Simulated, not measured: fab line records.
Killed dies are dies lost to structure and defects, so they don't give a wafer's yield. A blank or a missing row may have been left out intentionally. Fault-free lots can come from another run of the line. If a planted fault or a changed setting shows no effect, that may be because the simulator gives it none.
Lot-split experiment	flow berkeleyCmos170	on a route of 331 steps: 5 lots, 23 wafers read

== ABOUT THE SPLIT ==
At UCB170_PWELL_IMPLANT_15, the setting doseCm2 was moved away from the recipe's 5e+12 on 10 of the 23 wafers read, by -7.5% to +5.0%. For the rest of the wafers, this setting stayed at what the recipe calls for.

== FROM SPLIT TO READING: 1 step shown by the file between the two ==
- UCB170_PWELL_STRIP_16: strips in O2

== THE READING ==
PWELL_TW, at UCB170_PWELL_TW_MEAS_17. A value of 379 with a standard deviation of 3.8 is what fault-free wafers of this fab line usually give.

wafer	tool, chamber at the split	doseCm2 as run	against the recipe	PWELL_TW	against lot-mates on the recipe
L074.1	implanter-02, 0	5.118e+12	+2.4%	385	+3
L074.2	implanter-02, 0	5e+12	recipe	381	-
L074.4	implanter-02, 0	5e+12	recipe	384	-
L074.5	implanter-02, 0	5e+12	recipe	380	-
L074.6	implanter-02, 0	5.118e+12	+2.4%	387	+5
L075.1	implanter-04, 0	5e+12	recipe	373	-
L075.3	implanter-04, 0	5e+12	recipe	373	-
L075.6	implanter-04, 0	5e+12	recipe	373	-
L078.1	implanter-04, 0	5e+12	recipe	376	-
L078.3	implanter-04, 0	5.248e+12	+5.0%	382	+6
L078.4	implanter-04, 0	5e+12	recipe	375	-
L078.5	implanter-04, 0	5.248e+12	+5.0%	382	+6
L078.6	implanter-04, 0	5e+12	recipe	377	-
L079.1	implanter-02, 0	4.787e+12	-4.3%	378	-4
L079.2	implanter-02, 0	5e+12	recipe	382	-
L079.4	implanter-02, 0	4.787e+12	-4.3%	376	-6
L079.5	implanter-02, 0	5e+12	recipe	382	-
L079.6	implanter-02, 0	4.787e+12	-4.3%	378	-4
L081.2	implanter-02, 0	4.626e+12	-7.5%	373	-10
L081.3	implanter-02, 0	5e+12	recipe	383	-
L081.4	implanter-02, 0	4.626e+12	-7.5%	374	-10
L081.5	implanter-02, 0	5e+12	recipe	384	-
L081.6	implanter-02, 0	4.626e+12	-7.5%	375	-8

THE FIT
A straight line over all 23 wafers: PWELL_TW changes by +0.729 for each +1% of doseCm2; r = +0.57; the points scatter about the line by 3.7.
The same after taking each lot's own level away (the mean of its wafers on the recipe; 23 wafers): +1.26 for each +1%; r = +0.97; scatter 1.
On that fit, the largest move of doseCm2 shifts the reading by 9.4.
The span of the lots' own levels, 373.0 to 383.5, comes to 2.8 times the standard deviation stated above.
So the lot-to-lot level blurs the effect unless lot-mates are compared.
Check: -8.93 against its lot-mates is what the line predicts for one of the wafers moved furthest among these (-7.5%) when that wafer is left out of the fit. It came out at -10.5 against them.

== OTHER SPLITS ON THESE WAFERS ==
Before the reading, these wafers also passed through other splits. Each is held against what the fit with the lots' levels taken away leaves over:
other split on the same wafers	wafers away from the commonest value	r with PWELL_TW (lot level and that fit taken away)
UCB170_START_OXIDATION_02 oxTimeS	15	+0.11
UCB170_NWELL_CVD_04 pressureMtorr	18	+0.06
UCB170_NWELL_IMPLANT_14 energyKev	11	+0.17

== THE FILE'S OWN FIT ==
PWELL_TW changes by +1.26 for each +1% of doseCm2, r = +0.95.
